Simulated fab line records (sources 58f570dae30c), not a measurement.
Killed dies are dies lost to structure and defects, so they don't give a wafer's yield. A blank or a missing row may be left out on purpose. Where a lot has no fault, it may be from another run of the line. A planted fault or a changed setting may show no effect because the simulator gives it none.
Commonality check across tools -- flow berkeley_cmos170 -- 13 lots, 39 wafers sampled

REASON FOR OPENING
1 of 13 lots carry a flag on the reading PSD_TW at UCB170_PSD_TW_MEAS_10. Fault-free wafers read 2312, with a standard deviation of 25.
Rule: a lot gets a flag if all its wafers with a number sit over 4 standard deviations from that mean, or if no wafer of it has a number. All remaining lots are regarded as sound.

lot,measured,on,"PSD_TW, wafer by wafer",flag
L798,day 8 02:55,film_metro-04,2314 2318 2310,
L800,day 8 03:38,film_metro-02,2307 2297 2302,
L799,day 8 03:55,film_metro-01,2341 2347 2344,
L803,day 8 08:48,film_metro-02,2297 2291 2302,
L804,day 9 02:53,film_metro-02,2280 2293 2291,
L805,day 9 03:07,film_metro-01,2345 2343 2339,
L806,day 9 03:10,film_metro-02,2303 2279 2297,
L809,day 9 19:14,film_metro-01,2332 2329 2350,
L808,day 10 00:17,film_metro-04,2329 2351 2341,
L811,day 10 11:40,film_metro-01,30 30 30,FLAGGED
L819,day 12 01:38,film_metro-02,2289 2279 2279,
L820,day 12 01:57,film_metro-04,2350 2335 2339,
L821,day 12 07:16,film_metro-01,2357 2345 2355,
Average over the flagged lots: 30; offset from the usual -2282, equal to -91 standard deviations.

WHICH TOOL EACH LOT WENT THROUGH
The record holds 2 process steps before the reading, out of a route of 331 steps. Read each cell as the tool, then ch plus the chambers that the sampled wafers visited, then the start.
lot,flag,UCB170_NLDD_STRIP_10,UCB170_PSD_STRIP_09
L798,,"plasma_asher-04 ch 0,1, day 7 13:32","plasma_asher-02 ch 0,1, day 8 02:50"
L800,,"plasma_asher-04 ch 0,1, day 7 12:49","plasma_asher-03 ch 0,1, day 8 03:31"
L799,,"plasma_asher-01 ch 0, day 7 14:23","plasma_asher-03 ch 0,1, day 8 03:49"
L803,,"plasma_asher-03 ch 0,1, day 8 01:10","plasma_asher-01 ch 0,1, day 8 08:42"
L804,,"plasma_asher-01 ch 0, day 8 17:23","plasma_asher-03 ch 0,1, day 9 02:47"
L805,,"plasma_asher-01 ch 0,1, day 8 18:22","plasma_asher-01 ch 0,1, day 9 03:00"
L806,,"plasma_asher-01 ch 0,1, day 8 18:06","plasma_asher-03 ch 0,1, day 9 03:04"
L809,,"plasma_asher-04 ch 0,1, day 9 10:55","plasma_asher-01 ch 0,1, day 9 19:08"
L808,,"plasma_asher-04 ch 0,1, day 9 12:34","plasma_asher-03 ch 0,1, day 10 00:10"
L811,FLAGGED,"plasma_asher-04 ch 0,1, day 10 03:02","plasma_asher-01 ch 0,1, day 10 11:34"
L819,,"plasma_asher-01 ch 0,1, day 11 18:31","plasma_asher-02 ch 0,1, day 12 01:32"
L820,,"plasma_asher-01 ch 0,1, day 11 19:22","plasma_asher-03 ch 0,1, day 12 01:50"
L821,,"plasma_asher-01 ch 0,1, day 12 00:33","plasma_asher-02 ch 0,1, day 12 07:10"
What is done by these steps:
- UCB170_NLDD_STRIP_10: strips in O2.
- UCB170_PSD_STRIP_09: strips in O2.
- UCB170_PSD_TW_MEAS_10

FLAGGED OVER TOTAL, TOOL BY TOOL (the gauges that took the reading come last)
step,tool,lots run,flagged,share of the flagged lots,sound lots run after its first flagged lot
UCB170_NLDD_STRIP_10,plasma_asher-01,7,0,none,-
UCB170_NLDD_STRIP_10,plasma_asher-03,1,0,none,-
UCB170_NLDD_STRIP_10,plasma_asher-04,5,1,all,0
UCB170_PSD_STRIP_09,plasma_asher-01,4,1,all,0
UCB170_PSD_STRIP_09,plasma_asher-02,3,0,none,-
UCB170_PSD_STRIP_09,plasma_asher-03,6,0,none,-
UCB170_PSD_TW_MEAS_10,film_metro-01,5,1,all,1 (L821)
UCB170_PSD_TW_MEAS_10,film_metro-02,5,0,none,-
UCB170_PSD_TW_MEAS_10,film_metro-04,3,0,none,-

WHAT THE TABLE PERMITS
Rows of the table that ran every flagged lot, 3 in all: plasma_asher-04 at UCB170_NLDD_STRIP_10, plasma_asher-01 at UCB170_PSD_STRIP_09, film_metro-01 at UCB170_PSD_TW_MEAS_10.
- plasma_asher-04 at UCB170_NLDD_STRIP_10 ran 5 lots, 1 of them flagged. A fault beginning between L808 (day 9 12:34), its last sound lot, and L811 (day 10 03:02), its first flagged one, fits the data. Its own readings (oes_product_au) fall more than 4 standard deviations out on all wafers of the flagged lots.
- plasma_asher-01 at UCB170_PSD_STRIP_09 ran 4 lots, 1 of them flagged. A fault beginning between L809 (day 9 19:08), its last sound lot, and L811 (day 10 11:34), its first flagged one, fits the data. Its own readings (oes_product_au, strip_time_to_endpoint_s) fall more than 4 standard deviations out on all wafers of the flagged lots.
- film_metro-01 at UCB170_PSD_TW_MEAS_10 ran 5 lots, 1 of them flagged. After the first flagged lot (L821), sound lots still ran on it; a lasting fault on the whole tool would not permit that.
Counting lots can't tell these 2 tools apart, because each fits a fault that began at some hour. More lots, or a look at what each step does to the wafer, might.

WHAT THE SIMULATOR HAD PUT IN
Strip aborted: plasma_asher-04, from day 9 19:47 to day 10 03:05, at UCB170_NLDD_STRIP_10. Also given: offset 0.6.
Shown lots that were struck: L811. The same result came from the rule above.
